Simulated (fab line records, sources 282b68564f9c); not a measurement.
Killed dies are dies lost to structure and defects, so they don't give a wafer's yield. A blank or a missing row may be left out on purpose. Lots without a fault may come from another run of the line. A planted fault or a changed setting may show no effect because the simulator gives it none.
One fault seen from 2 desks | flow rit_cmos | each desk has only its own numbers; what lay behind them comes last

THE TOOL OWNER'S DESK: lpcvd-01
The tool's own readings at RIT_SPACER_CVD_03 (deposits Si3N4 from SiH2Cl2/NH3, target thk 250 nm, time 3300 s): means of the sampled wafers that have a number, for each lot that ran on this tool. A lot is out of limits, marked OUT, if its mean lies more than 4 standard deviations from the usual mean; the brackets give that distance.
Columns: A = nh3_flow_sccm at RIT_SPACER_CVD_03, usual 150.0 sccm; B = spike_tc_centre_C at RIT_SPACER_CVD_03, usual 812.3 C; C = spike_tc_load_C at RIT_SPACER_CVD_03, usual 834.4 C; D = spike_tc_source_C at RIT_SPACER_CVD_03, usual 831.8 C; E = susceptor_temp_C at RIT_SPACER_CVD_03, usual 810.0 C; F = zone_power_load_pct at RIT_SPACER_CVD_03, usual 22.0 %; G = zone_power_source_pct at RIT_SPACER_CVD_03, usual 19.2 %
lot  | first seen here | A     | B               | C               | D               | E                       | F    | G
L797 | day 3 01:38     | 150.1 | 811.6           | 832.0           | 833.6           | 809.8                   | 23.7 | 19.6
L802 | day 4 03:14     | 150.1 | 812.3           | 835.5           | 829.5           | 810.0                   | 19.2 | 20.5
L805 | day 4 12:25     | 149.6 | 811.9           | 831.6           | 834.4           | 809.5                   | 23.3 | 19.6
L806 | day 4 18:48     | 150.1 | 811.4           | 833.0           | 835.6           | 809.7                   | 23.3 | 19.7
L807 | day 5 01:54     | 150.4 | 813.0           | 834.6           | 830.6           | 810.1                   | 19.2 | 20.4
L808 | day 5 04:36     | 149.9 | 811.1           | 832.9           | 834.6           | 809.9                   | 23.3 | 19.3
L809 | day 5 08:53     | 150.6 | 893.4 (+62) OUT | 914.3 (+36) OUT | 918.1 (+36) OUT | 891.9 (+99 or more) OUT | 29.0 | 24.4
L810 | day 5 12:36     | 149.9 | 892.8 (+62) OUT | 914.3 (+36) OUT | 917.0 (+35) OUT | 891.6 (+99 or more) OUT | 29.1 | 24.3
This desk's finding: out of limits on L809, L810; first on L809, day 5 08:53 (spike_tc_centre_C at RIT_SPACER_CVD_03). In limits: L797, L802, L805, L806, L807, L808.

THE METROLOGY DESK
What the gauges read, lot by lot, whatever tool the lot ran on: means of the sampled wafers that have a number. A lot is out of limits, marked OUT, if its mean lies more than 4 standard deviations from the usual mean; the brackets give that distance.
Columns: A = cd_nm at RIT_ACTIVE_CD_MEAS_11, usual 1400.5 nm; B = FOX2_OXIDE_THK at RIT_FOX2_THK_MEAS_01, usual 352 nm; C = GATE_POLY_THK at RIT_GATE_THK_MEAS_09, usual 249 nm; D = SPACER_NITRIDE_THK at RIT_SPACER_THK_MEAS_04, usual 249.9 nm
lot  | first seen here | A      | B   | C   | D
L797 | day 1 14:36     | 1401.4 | 356 | 246 | 249.3
L798 | day 1 19:26     | 1399.6 | 357 | 250 | 249.0
L799 | day 2 00:28     | 1401.4 | 355 | 251 | 252.1
L800 | day 2 05:47     | 1398.8 | 359 | 244 | 252.2
L802 | day 2 17:19     | 1401.6 | 355 | 245 | 245.1
L803 | day 2 21:42     | 1401.7 | 365 | 248 | 252.0
L804 | day 3 02:44     | 1405.5 | 349 | 244 | 251.0
L805 | day 3 06:37     | 1401.4 | 344 | 251 | 249.8
L806 | day 3 12:14     | 1399.1 | 351 | 247 | 247.6
L807 | day 3 16:40     | 1398.5 | 343 | 248 | 247.0
L808 | day 3 22:21     | 1399.9 | 338 | 250 | 248.2
L809 | day 4 02:35     | 1398.2 | 356 | 249 | 419.3 (+68) OUT
L810 | day 4 07:32     | 1401.8 | 360 | 252 | 423.6 (+69) OUT
L820 | day 6 09:26     | 1399.3 | 358 | 251 | 250.1
This desk's finding: out of limits on L809, L810; first on L809, day 5 10:49 (SPACER_NITRIDE_THK at RIT_SPACER_THK_MEAS_04). In limits: L797, L798, L799, L800, L802, L803, L804, L805, L806, L807, L808, L820.

PUT TOGETHER
The tool owner's desk could have raised an alarm at day 5 08:53, on L809, L810.
The metrology desk could have raised an alarm at day 5 10:49, on L809, L810.
Of the lots named, all ran RIT_SPACER_CVD_03 on lpcvd-01.

WHAT THE SIMULATOR HAD PUT IN
Process parameter drift: lpcvd-01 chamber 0, from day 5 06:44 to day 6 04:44, at RIT_SPACER_CVD_03. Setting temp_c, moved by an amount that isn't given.
Lots struck among those shown: L809, L810.
Hours from the fault's start to each desk's first reading out of limits: the tool owner's desk, 2; the metrology desk, 4.
